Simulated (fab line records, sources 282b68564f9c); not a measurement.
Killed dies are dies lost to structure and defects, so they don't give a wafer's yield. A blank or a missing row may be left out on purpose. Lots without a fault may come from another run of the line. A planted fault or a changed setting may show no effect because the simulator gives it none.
fab line records | flow rit_cmos
record lots=6 wafers=18 last_day=7
route steps=202 shown NRETRO@60 PRETRO@64 GATE@75 M1@202
lots that met no fault: from a run of the same line without faults
start_h: hours from the record's first day to the start of the lot's first wafer shown | wait_h: hours since the lot's step before | " the same as in the row above | L1.1+2: a row that stands for several wafers | - no value, or no start given | * or withheld: withheld | < > ~ a bound
route shown NAME@n: a module of which the file shows steps, and the number in the route of the first | usual: mean/standard deviation of fault-free wafers | same: alike in all rows | chamber/n: place in a boat | sites: the reading at each site | _std_site: their standard deviation | _edge_site: outer sites' mean less inner sites' | radius_mm: how far each site lies from the wafer's centre | mask NAME#n: copy n | behind: the tool/chamber that last shaped the wafer | hold: why the lot was held/for how many hours/how that ended | device: the transistor (n, p or np) that didn't switch | end of line: the same wafers' tests at the end of the route | a step without rows: its recipe alone | killed: dies lost to structure and defects at the first sort, not the wafer's yield | map: a wafer's dies, x killed, . not, _ none there
set.NAME: the setting as run; set.NAME@STEP: as run at that earlier step | model.NAME: the simulator's own value behind a step, which no gauge read
lots at some steps of the route; a table a step, a row a wafer
services: from which hour (start_h, from the record's first day; less than 0 if before it) a tool's chamber was out of use, for how many hours, and why
## steps
# step RIT_NRETRO_HARDBAKE_07
# recipe resist=NOVOLAK temp_c=140 time_s=120
# step RIT_NRETRO_IMPLANT_08
# recipe species=P energy_kev=70 dose_cm2=1e+13 tilt_deg=7
# step RIT_NRETRO_STRIP_09
# recipe chemistry=O2 time_s=180 resist=NOVOLAK platen_temp_c=withheld power_w=500 pressure_mtorr=4000 o2_flow_sccm=4000
# usual drypump_motor_current_A=5.9/0.39 o2_flow_sccm=4004/13
# columns lot.wafer tool chamber start_h wait_h drypump_motor_current_A o2_flow_sccm rf_hours_counter_h
L625.1 plasma_asher-01 1 53.49 0.1 6.1 4014 41
L625.3 " 1 " " 6.1 4003 -
L625.5 " 1 " " 6.1 4015 -
L630.2 plasma_asher-02 1 72.39 0.1 5.7 4009 28
L630.3 " 0 " " 6.2 3978 -
L630.5 " 1 " " 5.7 3987 -
L642.1 plasma_asher-02 1 134.13 0.1 5.7 4016 35
L642.3 " 1 " " 5.7 4021 -
L642.5 " 1 " " 5.7 4020 -
L643.2 plasma_asher-01 0 137.28 0.1 5.2 4004 1
L643.3 " 0 " " 5.2 4006 -
L643.5 " 1 " " 6.1 4015 -
L644.3 plasma_asher-04 1 142.92 0.1 5.8 4019 -
L644.4 " 0 " " 6.3 4011 -
L644.6 " 1 " " 5.8 4013 -
L645.1 plasma_asher-01 1 149.52 0.1 6.1 3996 3
L645.5 " 0 " " 5.2 3995 -
L645.6 " 1 " " 6.1 4008 -
# step RIT_NRETRO_TW_MEAS_10
# usual NRETRO_TW=1057/5.5
# columns lot.wafer tool chamber start_h wait_h NRETRO_TW
L625.1 film_metro-03 - 53.66 0.1 1061
L625.3 " - " " 1063
L625.5 " - " " 1060
L630.2 film_metro-04 - 72.58 0.1 1059
L630.3 " - " " 1063
L630.5 " - " " 1064
L642.1 film_metro-02 - 134.30 0.1 1051
L642.3 " - " " 1055
L642.5 " - " " 1053
L643.2 film_metro-02 - 137.47 0.1 1053
L643.3 " - " " 1060
L643.5 " - " " 1048
L644.3 film_metro-04 - 143.06 0.1 1054
L644.4 " - " " 1061
L644.6 " - " " 1055
L645.1 film_metro-03 - 149.69 0.1 1060
L645.5 " - " " 1061
L645.6 " - " " 1058
# step RIT_PRETRO_HMDS_00
# recipe prime_time_s=60 prime_temp_c=140
# step RIT_PRETRO_COAT_01
# recipe resist=NOVOLAK spin_rpm=2000 resist_thk_nm=1300
# step RIT_PRETRO_SOFTBAKE_02
# recipe resist=NOVOLAK temp_c=90 time_s=60
# step RIT_PRETRO_EXPOSE_03
# recipe mask_id=M5 na=0.57 target_cd_nm=43700 dose_mj=250
# step RIT_PRETRO_PEB_04
# recipe resist=NOVOLAK temp_c=withheld time_s=withheld
# step RIT_PRETRO_DEVELOP_05
# recipe resist=NOVOLAK develop_time_s=68 dev_temp_c=23
# step RIT_PRETRO_OVL_MEAS_06
# usual PRETRO_OVL=0.2/1.5
# columns lot.wafer tool chamber start_h wait_h PRETRO_OVL[nm]
L625.1 overlay-01 - 54.60 - 0.2
L625.3 " - " " -0.2
L625.5 " - " " 1.3
L630.2 overlay-02 - 73.52 - 0.7
L630.3 " - " " 1.3
L630.5 " - " " 1.2
L642.1 overlay-02 - 135.27 - -1.4
L642.3 " - " " 0.7
L642.5 " - " " 0.6
L643.2 overlay-02 - 138.40 - -1.4
L643.3 " - " " -0.3
L643.5 " - " " -0.4
L644.3 overlay-02 - 144.21 - -0.6
L644.4 " - " " -0.7
L644.6 " - " " 0.7
L645.1 overlay-01 - 150.63 - 0.4
L645.5 " - " " 1.4
L645.6 " - " " 0.6
# step RIT_PRETRO_HARDBAKE_07
# recipe resist=NOVOLAK temp_c=140 time_s=120
# step RIT_PRETRO_IMPLANT_08
# recipe species=B energy_kev=45 dose_cm2=1.2e+13 tilt_deg=7
# usual dose_ions_cm2=1.2002e+13/1.2e+10 faraday_current_uA=38.1/0.76
# columns lot.wafer tool chamber start_h wait_h dose_ions_cm2 faraday_current_uA
L625.1 implanter-04 0 54.89 0.2 1.1988e+13 38.0
L625.3 " 0 " " 1.1999e+13 38.2
L625.5 " 0 " " 1.2e+13 39.1
L630.2 implanter-02 0 73.82 0.2 1.1997e+13 37.2
L630.3 " 0 " " 1.2027e+13 38.4
L630.5 " 0 " " 1.2016e+13 39.5
L642.1 implanter-04 0 135.56 0.2 1.0569e+13 33.5
L642.3 " 0 " " 1.0556e+13 33.8
L642.5 " 0 " " 1.058e+13 33.8
L643.2 implanter-04 0 138.71 0.2 1.0568e+13 34.4
L643.3 " 0 " " 1.0565e+13 34.0
L643.5 " 0 " " 1.0559e+13 32.3
L644.3 implanter-02 0 144.53 0.2 1.201e+13 38.3
L644.4 " 0 " " 1.199e+13 37.2
L644.6 " 0 " " 1.2005e+13 38.9
L645.1 implanter-02 0 150.92 0.2 1.2003e+13 38.0
L645.5 " 0 " " 1.1991e+13 38.1
L645.6 " 0 " " 1.2024e+13 38.8
# step RIT_PRETRO_STRIP_09
# recipe chemistry=O2 time_s=180 resist=NOVOLAK platen_temp_c=withheld power_w=500 pressure_mtorr=4000 o2_flow_sccm=4000
# usual drypump_motor_current_A=5.7/0.41 o2_flow_sccm=3997/11
# columns lot.wafer tool chamber start_h wait_h drypump_motor_current_A o2_flow_sccm rf_hours_counter_h
L625.1 plasma_asher-01 0 55.04 0.1 5.2 3986 41
L625.3 " 0 " " 5.3 3992 -
L625.5 " 0 " " 5.2 3973 -
L630.2 plasma_asher-03 0 73.95 0.1 5.8 3995 38
L630.3 " 0 " " 5.8 4020 -
L630.5 " 1 " " 5.2 3984 -
L642.1 plasma_asher-01 1 135.71 0.1 6.1 3989 1
L642.3 " 0 " " 5.2 4005 -
L642.5 " 1 " " 6.1 3999 -
L643.2 plasma_asher-01 0 138.83 0.1 5.2 4007 1
L643.3 " 1 " " 6.0 3990 -
L643.5 " 0 " " 5.2 3998 -
L644.3 plasma_asher-01 1 144.69 0.1 6.1 3994 -
L644.4 " 0 " " 5.2 4003 -
L644.6 " 0 " " 5.2 4001 -
L645.1 plasma_asher-04 0 151.07 0.1 6.4 4003 54
L645.5 " 0 " " 6.4 4003 -
L645.6 " 1 " " 5.8 3987 -
# step RIT_PRETRO_TW_MEAS_10
# usual PRETRO_TW=479.0/2.2
# columns lot.wafer tool chamber start_h wait_h PRETRO_TW
L625.1 film_metro-03 - 55.21 0.1 481.0
L625.3 " - " " 481.8
L625.5 " - " " 481.5
L630.2 film_metro-03 - 74.13 0.1 480.7
L630.3 " - " " 482.0
L630.5 " - " " 484.1
L642.1 film_metro-04 - 135.88 0.1 458.0
L642.3 " - " " 458.1
L642.5 " - " " 457.4
L643.2 film_metro-03 - 139.02 0.1 460.0
L643.3 " - " " 460.0
L643.5 " - " " 460.7
L644.3 film_metro-04 - 144.83 0.1 477.0
L644.4 " - " " 477.9
L644.6 " - " " 477.7
L645.1 film_metro-04 - 151.24 0.1 481.4
L645.5 " - " " 478.2
L645.6 " - " " 477.8
# step RIT_GATE_WET_ETCH_00
# recipe chemistry=BOE target=SiO2 target_depth_nm=56 time_s=60 dry=n2_spin dilution=10:1 temp_c=21.5
# step RIT_M1_PROBE_99
# usual killed_at_contacts=0.0/0.22 killed_at_front_end=6.5/2.8 killed_dies=6.5/2.8 killed_open=3.2/1.8 killed_short=3.3/2
# same gross_dies=264 killed_at_M0_to_M3=0 killed_at_M4_up=0 killed_at_back_side=0 killed_at_other=0
# columns lot.wafer tool chamber start_h wait_h killed_at_contacts killed_at_front_end killed_dies killed_open killed_short model.etest.nmos_0p3.drive_ua_um model.etest.nmos_0p15.off_log10_a_um model.etest.retro_edge_nmos.off_log10_a_um model.etest.diode_nplus_pwell.bv_v model.etest.nmos_0p3.bv_v model.etest.nmos_0p15.bv_v model.etest.cap_n_gate.c_min_ff_um2 model.etest.diode_nplus_pwell.cj_ff_um2
L625.1 prober-01 - 84.56 0.1 0 10 10 5 5 211.4 -9.943 -9.891 5.892 5.504 5.504 2.369 2.091
L625.3 prober-01 - 84.66 0.2 1 6 7 2 5 217.8 -9.657 -9.457 5.973 5.537 5.537 2.387 2.092
L625.5 prober-01 - 84.76 0.2 1 8 9 7 2 212.8 -10.29 -10.02 5.968 5.535 5.535 2.382 2.089
L630.2 prober-01 - 104.80 0.1 0 10 10 3 7 224.2 -10.11 -9.903 5.96 5.495 5.495 2.39 2.075
L630.3 prober-01 - 104.85 0.2 0 6 6 3 3 221.4 -9.962 -9.854 6.024 5.533 5.533 2.394 2.065
L630.5 prober-01 - 104.95 0.2 0 5 5 3 2 216.9 -9.946 -9.767 5.975 5.539 5.539 2.358 2.049
L642.1 prober-01 - 163.10 0.1 0 6 6 4 2 233.1 -9.339 -9.256 6.017 5.531 5.51 2.328 2.027
L642.3 prober-01 - 163.20 0.2 0 3 3 3 0 236.1 -9.342 -9.235 6.046 5.522 5.507 2.338 2.05
L642.5 prober-01 - 163.30 0.2 0 4 4 2 2 231.7 -9.707 -9.624 6.029 5.532 5.532 2.344 2.051
L643.2 prober-02 - 165.66 0.1 0 8 8 3 5 230.9 -9.902 -9.595 6.022 5.539 5.539 2.326 2.05
L643.3 prober-02 - 165.71 0.2 0 2 2 2 0 242.6 -9.683 -9.747 6.041 5.495 5.495 2.342 2.041
L643.5 prober-02 - 165.81 0.2 0 9 9 5 4 239.1 -9.875 -9.723 6.048 5.529 5.529 2.333 2.036
L644.3 prober-01 - 175.48 0.2 0 9 9 5 4 223.3 -10.08 -9.983 5.989 5.46 5.46 2.407 2.072
L644.4 prober-01 - 175.53 0.2 0 14 14 8 6 226.5 -10.11 -9.948 6.01 5.49 5.49 2.415 2.074
L644.6 prober-01 - 175.63 0.2 0 4 4 4 0 221 -10.03 -9.907 6.009 5.503 5.503 2.397 2.069
L645.1 prober-02 - 177.53 0.1 0 3 3 1 2 233.7 -10.32 -10.21 5.968 5.453 5.453 2.356 2.059
L645.5 prober-02 - 177.73 0.2 0 3 3 2 1 227.9 -10.27 -10.18 5.96 5.481 5.481 2.371 2.082
L645.6 prober-02 - 177.78 0.2 0 11 11 8 3 227.6 -10.08 -9.893 5.982 5.501 5.501 2.35 2.046
# killed by level:class
L625.1 GATE:geometric_particle:open=2 GATE:geometric_particle:short=2 REOX:geometric_particle:open=2 FOX2:geometric_particle:short=1 REOX:geometric_particle:short=1 SPACER:geometric_particle:open=1 SILICIDE:geometric_particle:short=1
L625.3 GATE:geometric_particle:short=2 FOX2:geometric_particle:short=1 GATE:geometric_particle:open=1 SPACER:geometric_particle:short=1 SPACER:geometric_particle:open=1 CONTACT:geometric_particle:short=1
L625.5 REOX:geometric_particle:open=3 GATE:geometric_particle:open=2 GATE:geometric_particle:short=1 SILICIDE:geometric_particle:short=1 SILICIDE:geometric_particle:open=1 CONTACT:geometric_particle:open=1
L630.2 GATE:geometric_particle:open=2 GATE:geometric_particle:short=2 SPACER:geometric_particle:short=2 FOX1:geometric_particle:open=1 FOX1:geometric_particle:short=1 REOX:geometric_particle:short=1 SILICIDE:geometric_particle:short=1
L630.3 SPACER:geometric_particle:open=2 FOX1:geometric_particle:short=1 GATE:geometric_particle:short=1 SPACER:geometric_particle:short=1 SILICIDE:geometric_particle:open=1
L630.5 FOX1:geometric_particle:short=1 FOX1:geometric_particle:open=1 FOX2:geometric_particle:open=1 REOX:geometric_particle:open=1 REOX:geometric_particle:short=1
L642.1 REOX:geometric_particle:open=2 SPACER:geometric_particle:open=2 REOX:geometric_particle:short=1 SILICIDE:geometric_particle:short=1
L642.3 REOX:geometric_particle:open=2 FOX1:geometric_particle:open=1
L642.5 GATE:geometric_particle:short=1 REOX:geometric_particle:open=1 REOX:geometric_particle:short=1 SPACER:geometric_particle:open=1
L643.2 FOX1:geometric_particle:short=2 GATE:geometric_particle:open=2 FOX2:geometric_particle:short=1 GATE:geometric_particle:short=1 SILICIDE:geometric_particle:open=1 SILICIDE:geometric_particle:short=1
L643.3 FOX2:geometric_particle:open=1 GATE:geometric_particle:open=1
L643.5 GATE:geometric_particle:open=4 FOX2:geometric_particle:short=2 FOX1:geometric_particle:short=1 GATE:geometric_particle:short=1 SILICIDE:geometric_particle:open=1
L644.3 REOX:geometric_particle:short=3 GATE:geometric_particle:open=2 REOX:geometric_particle:open=1 SPACER:geometric_particle:open=1 SILICIDE:geometric_particle:open=1 SILICIDE:geometric_particle:short=1
L644.4 REOX:geometric_particle:open=3 GATE:geometric_particle:short=2 GATE:geometric_particle:open=2 REOX:geometric_particle:short=2 SPACER:geometric_particle:open=2 ACTIVE:geometric_particle:open=1 FOX1:geometric_particle:short=1 SPACER:geometric_particle:short=1
L644.6 FOX1:geometric_particle:open=2 SPACER:geometric_particle:open=1 SILICIDE:geometric_particle:open=1
L645.1 GATE:geometric_particle:open=1 GATE:geometric_particle:short=1 SPACER:geometric_particle:short=1
L645.5 GATE:geometric_particle:open=1 GATE:geometric_particle:short=1 SILICIDE:geometric_particle:open=1
L645.6 SPACER:geometric_particle:open=4 GATE:geometric_particle:short=2 GATE:geometric_particle:open=2 FOX1:geometric_particle:open=1 SILICIDE:geometric_particle:short=1 SILICIDE:geometric_particle:open=1
## services
# columns tool chamber start_h hours kind
implanter-02 - 36.59 2.3 repair
plasma_asher-02 - 38.91 2.8 pm
implanter-02 - 55.93 1.3 repair
plasma_asher-01 - 75.98 2.8 pm
plasma_asher-03 - 102.96 1.5 repair
implanter-04 - 105.12 3.6 repair
plasma_asher-01 - 108.75 9.0 pm
plasma_asher-01 0 108.75 9.0 vent_cycle
plasma_asher-01 1 108.75 9.0 vent_cycle
plasma_asher-01 0 117.75 - clean
plasma_asher-01 1 117.75 - clean
plasma_asher-02 - 119.58 1.3 repair
plasma_asher-01 - 123.57 7.8 repair
implanter-04 - 125.82 2.4 pm
## key
first_sign step=RIT_PRETRO_IMPLANT_08 reading=dose_ions_cm2 direction=down sigmas=99+ usual=1.2002e+13 struck=1.0566e+13
effect step=RIT_PRETRO_IMPLANT_08 reading=faraday_current_uA direction=down sigmas=5.8 usual=38.1 struck=33.6
effect step=RIT_PRETRO_TW_MEAS_10 reading=PRETRO_TW direction=down sigmas=9.2 usual=479.0 struck=459.0
model_effect step=RIT_M1_PROBE_99 value=etest.nmos_0p3.drive_ua_um without=225.8 struck=235.6
met_at RIT_PRETRO_IMPLANT_08
struck_wafers L642.1,L642.3,L642.5,L643.2,L643.3,L643.5
tester_left_out L642,L643
onset_between 54.89 135.56
fault kind=process_parameter_drift tool=implanter-04 chamber=- onset_h=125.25 steps=RIT_PRETRO_IMPLANT_08 channel=dose_cm2 offset=-1.44e+12 shape=step end_h=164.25 acts_in=these_recipes_only stated=1.2e+13
# tester_left_out: of these lots the tester's yield and bins aren't shown, on N5 and GAA mostly nor the transistor test; their killed dies are dies lost to structure and defects alone, not to doping, threshold or leakage, so they don't give the yield
